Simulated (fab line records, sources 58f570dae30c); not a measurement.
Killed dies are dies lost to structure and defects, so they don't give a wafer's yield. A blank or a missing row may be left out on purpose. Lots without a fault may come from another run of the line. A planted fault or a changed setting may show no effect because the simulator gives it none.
A struck lot beside a sound one | flow berkeley_cmos170 | 19 steps out of a route of 331
Sound: wafers L648.1, L648.2, L648.5. Struck: wafers L658.2, L658.4, L658.6. The cause comes at the end.
At each step with rows: each side's tool, then ch and its chambers, then its first start. Under that, the readings that differ: sound wafers | struck wafers | difference of the means | sigmas: that difference in standard deviations of wafers without a fault.
alike: readings whose means differ by less than 2 such deviations, and words and numbers that are the same on both sides. not compared: withheld readings, readings that some wafer has no value for, bounds like >300 that may hide the same value, and numbers for which the record gives no deviation and whose values overlap.
The two part at a step that has a row with sigmas, a row that says differs or no value, or rows on one side only. Numbers that don't overlap but have no deviation are shown without sigmas and don't part them. A reading that every wafer of one side lacks parts them only if that side has two wafers or more.

first, 5 steps without rows for these wafers: UCB170_WELLDRIVE_ANNEAL_03 (time 900 s); UCB170_WELLDRIVE_WET_ETCH_04 (etches SiO2 in BOE, time 120 s); UCB170_ACTIVE_CLEAN_00 (cleans in SPM, time 600 s); UCB170_ACTIVE_CLEAN_01 (cleans in dHF, time 60 s); UCB170_ACTIVE_OXIDATION_02 (target thk 26.4 nm, ox time 1260 s).
UCB170_ACTIVE_THK_MEAS_03:
  sound on film_metro-04, day 4 12:44; struck on film_metro-04, day 6 03:31
  alike: ACTIVE_OXIDE_THK
then, 2 steps without rows for these wafers: UCB170_ACTIVE_ANNEAL_04 (time 900 s); UCB170_ACTIVE_CVD_05 (deposits Si3N4 from SiH2Cl2/NH3, target thk 220 nm, time 3300 s).
UCB170_ACTIVE_THK_MEAS_06:
  sound on film_metro-04, day 4 22:08; struck on film_metro-03, day 6 10:29
  reading                 | sound             | struck            | difference | sigmas
  ACTIVE_NITRIDE_THK (nm) | 222.1 222.5 222.3 | 216.8 218.3 215.7 | -5.4       | -3
then, 3 steps without rows for these wafers: UCB170_ACTIVE_HMDS_07 (prime time 60 s); UCB170_ACTIVE_COAT_08 (resist thk 900 nm); UCB170_ACTIVE_SOFTBAKE_09 (time 60 s).
UCB170_ACTIVE_EXPOSE_10: exposes mask ACTIVE, target cd 1200 nm.
  sound on krf_scanner-02 ch 0, day 4 22:46; struck on krf_scanner-01 ch 0, day 6 11:48
  reading                        | sound                | struck               | difference | sigmas
  model.ACTIVE.overlay_x_nm (nm) | -2.307 -2.307 -2.307 | -153.2 -153.2 -153.2 | -150.9     |
  alike: mask
then, 2 steps without rows for these wafers: UCB170_ACTIVE_PEB_11; UCB170_ACTIVE_DEVELOP_12 (develop time 45 s).
UCB170_ACTIVE_CD_MEAS_13: target cd 1200 nm.
  sound on cd_sem-01, day 4 23:20; struck on cd_sem-02, day 6 12:23
  alike: cd_nm
UCB170_ACTIVE_OVL_MEAS_14:
  sound on overlay-02, day 4 23:28; struck on overlay-02, day 6 12:29
  reading         | sound    | struck         | difference | sigmas
  ACTIVE_OVL (nm) | -2 -3 -6 | -156 -156 -150 | -150       | -27
UCB170_ACTIVE_ETCH_15: etches Si3N4 in CH3F/Ar/O2, stops on SiO2, target depth 242 nm, time 151 s.
  sound on rie_diel-04 ch 1,3, day 4 23:30; struck on rie_diel-03 ch 0,2, day 6 12:31
  alike: chamber_pressure_mTorr, drypump_motor_current_A, oes_product_au, throttle_valve_pct
  not compared: rf_hours_counter_h
-- the record jumps here: 4 days lie between the struck wafers' starts before and after (it left off in module ACTIVE and takes up again in module M3, whose first step shown is number 331 of the route) --
UCB170_M3_PROBE_99:
  sound on prober-02, day 9 00:23; struck on prober-02, day 10 15:38
  reading                              | sound | struck           | difference | sigmas
  model.etest.iso_pplus_pwell.bv_v (V) | 25.02 | 23.11 23.2 23.29 | -1.82      |
  not compared: model.etest.iso_nplus_nwell.lateral_log10_a_um

WHERE THEY PART
First at UCB170_ACTIVE_THK_MEAS_06; last, within this record, at UCB170_ACTIVE_OVL_MEAS_14. Later steps at which nothing parts them and some readings are alike: UCB170_ACTIVE_ETCH_15.

WHY: what the simulator had put in
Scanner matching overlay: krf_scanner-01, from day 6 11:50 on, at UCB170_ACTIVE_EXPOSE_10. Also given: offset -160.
